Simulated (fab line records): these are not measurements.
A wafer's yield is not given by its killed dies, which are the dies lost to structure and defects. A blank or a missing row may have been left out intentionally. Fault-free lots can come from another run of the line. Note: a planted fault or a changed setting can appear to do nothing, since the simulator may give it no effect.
Which tool did it? | flow berkeleyCmos170 | 45 wafers from 15 lots sampled at 3 of the route's 331 steps

WHAT THE GAUGES SHOWED, per wafer
UCB170_V2_THK_MEAS_01.
lot  | measured     | on           | V2_TEOS_THK (nm)
L988 | day 7 12:40  | filmMetro-04 | 1969 1970 2008
L989 | day 7 13:22  | filmMetro-02 | 1957 1971 1980
L990 | day 7 22:02  | filmMetro-03 | 1977 1993 2014
L992 | day 8 05:52  | filmMetro-03 | 2009 2032 2024
L991 | day 8 13:05  | filmMetro-03 | 1987 1983 2008
L995 | day 9 08:13  | filmMetro-04 | 2007 1997 2041
L998 | day 9 12:35  | filmMetro-02 | 1990 2006 2023
L997 | day 9 12:56  | filmMetro-03 | 1983 2004 1999
L999 | day 9 20:08  | filmMetro-03 | 1980 1977 2012
L100 | day 9 20:38  | filmMetro-02 | 2005 2033 2038
L104 | day 11 01:06 | filmMetro-03 | 1785 1793 1820
L107 | day 11 18:57 | filmMetro-03 | 1768 1778 1800
L108 | day 12 10:23 | filmMetro-02 | 1752 1754 1761
L109 | day 12 10:37 | filmMetro-03 | 1985 2008 1999
L111 | day 13 07:25 | filmMetro-03 | 1949 2002 2006

UCB170_V2_THK_MEAS_04.
lot  | measured     | on           | V2_POLISHED_THK (nm)
L988 | day 7 13:09  | filmMetro-02 | 1001.6 1000.8 999.0
L989 | day 7 13:50  | filmMetro-04 | 999.9 998.8 999.4
L990 | day 7 22:31  | filmMetro-03 | 998.0 998.1 998.8
L992 | day 8 06:20  | filmMetro-03 | 1000.4 1000.2 1000.8
L991 | day 8 13:34  | filmMetro-02 | 1002.0 1001.5 1002.5
L995 | day 9 08:41  | filmMetro-03 | 1001.1 1000.8 1001.2
L998 | day 9 13:04  | filmMetro-04 | 1000.4 999.6 999.4
L997 | day 9 13:25  | filmMetro-03 | 1000.3 1000.5 998.4
L999 | day 9 20:37  | filmMetro-04 | 1002.0 999.9 998.6
L100 | day 9 21:07  | filmMetro-03 | 999.4 1000.3 1000.5
L104 | day 11 01:35 | filmMetro-03 | 770.5 772.0 771.4
L107 | day 11 19:26 | filmMetro-04 | 772.0 772.4 773.5
L108 | day 12 10:52 | filmMetro-02 | 773.9 774.6 775.0
L109 | day 12 11:06 | filmMetro-03 | 1000.2 998.4 999.7
L111 | day 13 07:53 | filmMetro-02 | 1001.4 1001.5 999.0

WHICH TOOL RAN EACH LOT (tool, then ch and the chambers of the sampled wafers, then the start)
lot  | UCB170_V2_CVD_00
L988 | pecvd-03 ch 0,1, day 7 12:31
L989 | pecvd-04 ch 0,1,2, day 7 13:13
L990 | pecvd-03 ch 0,2, day 7 21:53
L992 | pecvd-03 ch 0,1, day 8 05:41
L991 | pecvd-01 ch 1,2, day 8 12:56
L995 | pecvd-01 ch 0,1,2, day 9 08:03
L998 | pecvd-03 ch 0,1,2, day 9 12:29
L997 | pecvd-04 ch 0,2, day 9 12:45
L999 | pecvd-04 ch 0,2, day 9 19:53
L100 | pecvd-01 ch 0,2, day 9 20:28
L104 | pecvd-01 ch 0,1,2, day 11 00:56
L107 | pecvd-01 ch 0,2, day 11 18:47
L108 | pecvd-01 ch 0,1,2, day 12 10:13
L109 | pecvd-04 ch 0,1,2, day 12 10:28
L111 | pecvd-03 ch 0,2, day 13 07:14
- UCB170_V2_CVD_00: deposits SiO2 from TEOS/O2, target thk 2000 nm, time 250 s.

WHAT THE TOOLS THEMSELVES READ (means of the sampled wafers that have a number; where no wafer has one, the mark that the record gives instead)
UCB170_V2_CVD_00.
lot  | tool     | heaterPowerW (W) | pressureMtorr (mTorr)
L988 | pecvd-03 | 320              | 8990
L989 | pecvd-04 | 257              | 9008
L990 | pecvd-03 | 329              | 8994
L992 | pecvd-03 | 290              | 9013
L991 | pecvd-01 | 278              | 8982
L995 | pecvd-01 | 292              | 9003
L998 | pecvd-03 | 264              | 9004
L997 | pecvd-04 | 286              | 8979
L999 | pecvd-04 | 271              | 8999
L100 | pecvd-01 | 226              | 8999
L104 | pecvd-01 | 254              | 8995
L107 | pecvd-01 | 231              | 8984
L108 | pecvd-01 | 315              | 9000
L109 | pecvd-04 | 271              | 9032
L111 | pecvd-03 | 326              | 9001

THE ANSWER, worked out from the rows above alone
Rule: the lots themselves supply what counts as usual. The widest of any qualifying gaps counts: lots, ordered by their means at a reading, are off when they make up no more than a third of the lots, leave a main group of 4 or more, and stand apart from it by 3 or more times the standard deviation of that group's means. The tables above print the reading to a certain number of digits; a main group whose means all agree to those digits is not used. A lot without any number at a reading at which 4 lots or more have one is off too. Any other lot the step has rows for is counted as sound. Order of review: gauges by route order, followed by the tools' own readings, for which a lot's mean as printed above is used. At the first step where some lot is off, the reading lying furthest off is the one used; lots without a number count as furthest.
Off: at UCB170_V2_THK_MEAS_01 (V2_TEOS_THK), L104, L107, L108. The main group: mean 1998 nm, standard deviation 16.
A tool fits if, at a process step before that reading, it ran every lot that is off, and no sound lot after the first of them. The gauges at UCB170_V2_THK_MEAS_01 are tried like those tools. One fits: pecvd-01 at UCB170_V2_CVD_00. A fault onset in the window from L100 (day 9 20:28, its last sound lot) to L104 (day 11 00:56, its first lot off) fits.

WHAT THE SIMULATOR PUT IN
Site profile drift: pecvd-01, from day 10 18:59 on, at UCB170_V2_CVD_00. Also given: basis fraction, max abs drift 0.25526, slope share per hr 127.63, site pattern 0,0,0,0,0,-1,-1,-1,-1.
Lots struck among those shown: L104, L107, L108. Same finding as the rule above.
